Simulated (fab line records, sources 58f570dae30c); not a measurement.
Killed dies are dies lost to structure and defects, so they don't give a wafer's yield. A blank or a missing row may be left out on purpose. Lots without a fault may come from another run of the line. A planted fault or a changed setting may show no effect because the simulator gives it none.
Which tool did it? | flow berkeley_cmos170 | 24 lots, 72 wafers sampled, at 3 steps of a route of 331

WHAT THE GAUGES READ, wafer by wafer
UCB170_V1_THK_MEAS_04.
lot  | measured     | on            | V1_POLISHED_THK (nm)
L077 | day 8 21:15  | film_metro-01 | 998.4 1000.5 999.5
L074 | day 8 22:39  | film_metro-01 | 1003.2 1002.5 1000.1
L075 | day 8 23:55  | film_metro-02 | 999.7 1000.8 1000.5
L076 | day 8 23:55  | film_metro-01 | 1000.5 1002.0 1002.0
L079 | day 9 07:51  | film_metro-02 | 999.7 1000.4 999.6
L080 | day 9 09:11  | film_metro-01 | 1000.2 1000.8 998.9
L078 | day 9 14:52  | film_metro-01 | 1001.8 1000.9 1002.2
L082 | day 9 16:11  | film_metro-02 | 1000.1 1000.0 1001.9
L081 | day 9 17:33  | film_metro-01 | 1001.2 1000.7 1001.2
L083 | day 10 04:31 | film_metro-01 | 1000.5 997.8 996.8
L085 | day 10 05:55 | film_metro-01 | 999.9 999.8 1000.8
L084 | day 10 08:00 | film_metro-02 | 1001.4 1001.4 1000.6
L086 | day 10 14:07 | film_metro-02 | 1001.0 1000.2 1000.1
L088 | day 10 17:25 | film_metro-03 | 999.3 999.5 999.3
L087 | day 10 18:40 | film_metro-03 | 999.9 1000.0 999.0
L089 | day 10 18:40 | film_metro-01 | 1001.6 1000.2 1001.8
L091 | day 11 21:47 | film_metro-01 | 1001.1 1000.2 1000.0
L094 | day 11 23:08 | film_metro-01 | 999.0 1001.3 1001.7
L090 | day 11 23:26 | film_metro-03 | 1001.7 1001.7 1001.7
L092 | day 11 23:44 | film_metro-01 | 1000.8 1000.3 999.9
L093 | day 12 00:29 | film_metro-02 | 1002.7 1001.1 1001.1
L095 | day 12 18:05 | film_metro-02 | 1001.0 1000.7 998.9
L096 | day 12 18:06 | film_metro-01 | 1001.2 1000.0 1000.1
L097 | day 12 18:23 | film_metro-01 | 1001.7 999.7 998.5

UCB170_V2_THK_MEAS_01.
lot  | measured     | on            | V2_TEOS_THK (nm)
L077 | day 9 04:40  | film_metro-04 | 1969 1964 1981
L074 | day 9 05:33  | film_metro-02 | 2033 1999 2034
L075 | day 9 06:29  | film_metro-04 | 1958 1961 1964
L076 | day 9 06:46  | film_metro-02 | 1969 1952 1963
L079 | day 9 13:19  | film_metro-02 | 1922 1940 1960
L080 | day 9 14:55  | film_metro-04 | 2006 1979 2048
L078 | day 9 21:21  | film_metro-04 | 1978 1993 2000
L082 | day 9 21:31  | film_metro-02 | 1975 1979 1943
L081 | day 9 22:32  | film_metro-02 | 2021 2008 2057
L083 | day 10 09:46 | film_metro-04 | 1991 1972 2049
L085 | day 10 10:40 | film_metro-04 | 2008 1997 2021
L084 | day 10 12:35 | film_metro-04 | 2054 2022 2015
L086 | day 10 20:33 | film_metro-02 | 1979 2043 2021
L088 | day 11 00:45 | film_metro-02 | 1972 2010 1990
L087 | day 11 02:29 | film_metro-04 | 1940 1978 1990
L089 | day 11 02:46 | film_metro-02 | 2002 2027 2003
L091 | day 12 04:01 | film_metro-01 | 1962 1955 1980
L094 | day 12 05:17 | film_metro-02 | 1959 1974 1977
L090 | day 12 06:09 | film_metro-04 | 1986 2008 2022
L092 | day 12 06:26 | film_metro-04 | 1971 1955 2013
L093 | day 12 06:36 | film_metro-04 | 1943 2003 1989
L095 | day 12 23:24 | film_metro-02 | 1965 2013 2016
L096 | day 13 00:01 | film_metro-02 | 1978 2001 2011
L097 | day 13 00:16 | film_metro-04 | 1979 1969 1996

WHICH TOOL RAN EACH LOT (tool, then ch and the chambers of the sampled wafers, then the start)
lot  | UCB170_M2_STRIP_07
L077 | plasma_asher-02 ch 0,1, day 9 01:22
L074 | plasma_asher-03 ch 0,1, day 9 03:17
L075 | plasma_asher-03 ch 0,1, day 9 04:21
L076 | plasma_asher-01 ch 0,1, day 9 04:28
L079 | plasma_asher-03 ch 0,1, day 9 10:40
L080 | plasma_asher-03 ch 0,1, day 9 12:59
L078 | plasma_asher-03 ch 1, day 9 19:05
L082 | plasma_asher-01 ch 0,1, day 9 19:26
L081 | plasma_asher-03 ch 0,1, day 9 20:22
L083 | plasma_asher-01 ch 0,1, day 10 07:46
L085 | plasma_asher-01 ch 0,1, day 10 08:40
L084 | plasma_asher-03 ch 0,1, day 10 10:36
L086 | plasma_asher-03 ch 0,1, day 10 17:23
L088 | plasma_asher-01 ch 0,1, day 10 21:10
L087 | plasma_asher-02 ch 0,1, day 10 23:58
L089 | plasma_asher-03 ch 0,1, day 11 00:17
L091 | plasma_asher-02 ch 0,1, day 12 01:20
L094 | plasma_asher-03 ch 1, day 12 02:47
L090 | plasma_asher-03 ch 0,1, day 12 03:34
L092 | plasma_asher-03 ch 0,1, day 12 03:58
L093 | plasma_asher-02 ch 0,1, day 12 04:06
L095 | plasma_asher-03 ch 0,1, day 12 20:52
L096 | plasma_asher-02 ch 0,1, day 12 21:10
L097 | plasma_asher-03 ch 1, day 12 21:23
- UCB170_M2_STRIP_07: strips in O2.

WHAT THE TOOLS THEMSELVES READ (means of the sampled wafers that have a number; where no wafer has one, the mark that the record gives instead)
UCB170_M2_STRIP_07.
lot  | tool            | drypump_motor_current_A (A) | oes_product_au (a.u.) | strip_time_to_endpoint_s (s)
L077 | plasma_asher-02 | 6.2                         | 0.735                 | 21.93
L074 | plasma_asher-03 | 6.0                         | 0.735                 | 22.04
L075 | plasma_asher-03 | 5.6                         | 0.737                 | 21.91
L076 | plasma_asher-01 | 6.2                         | 0.735                 | 21.87
L079 | plasma_asher-03 | 6.0                         | 0.732                 | 21.88
L080 | plasma_asher-03 | 5.6                         | 0.736                 | 21.89
L078 | plasma_asher-03 | 6.4                         | 0.738                 | 22.05
L082 | plasma_asher-01 | 6.2                         | 0.733                 | 21.98
L081 | plasma_asher-03 | 5.6                         | 0.733                 | 21.92
L083 | plasma_asher-01 | 6.1                         | 0.732                 | 21.97
L085 | plasma_asher-01 | 6.2                         | 0.735                 | 21.87
L084 | plasma_asher-03 | 6.0                         | 0.733                 | 21.88
L086 | plasma_asher-03 | 5.6                         | 0.733                 | 21.93
L088 | plasma_asher-01 | 6.1                         | 0.738                 | 21.91
L087 | plasma_asher-02 | 6.2                         | 0.736                 | 21.99
L089 | plasma_asher-03 | 5.6                         | 0.735                 | 22.06
L091 | plasma_asher-02 | 6.2                         | 0.735                 | 21.97
L094 | plasma_asher-03 | 6.4                         | 0.733                 | 21.93
L090 | plasma_asher-03 | 6.0                         | 0.733                 | 21.87
L092 | plasma_asher-03 | 6.0                         | 0.734                 | 21.96
L093 | plasma_asher-02 | 6.3                         | 0.738                 | 21.98
L095 | plasma_asher-03 | 5.6                         | 0.732                 | 21.87
L096 | plasma_asher-02 | 6.3                         | 0.734                 | 21.92
L097 | plasma_asher-03 | 6.4                         | 0.732                 | 21.92

THE ANSWER, worked out from the rows above alone
Rule: what is usual is taken from the lots themselves. Put in order of their means at a reading, lots are off if they are a third of the lots or fewer, leave a main group of 4 or more, and stand apart from it by a gap of 3 or more times the standard deviation of the main group's means; of several such gaps the widest counts. A main group whose means are all the same, to the digits that the tables above print for the reading, isn't used. A lot without any number at a reading at which 4 lots or more have one is off too. The other lots that the step has rows for count as sound. The gauges are gone through in route order, then the tools' own readings, and for those a lot's mean is taken as printed above. The first step at which some lot is off is used, and at that step the reading that is off furthest; a lot without a number counts as furthest.
No lot is off at any reading shown: from this, nothing can be told.

WHAT THE SIMULATOR HAD PUT IN
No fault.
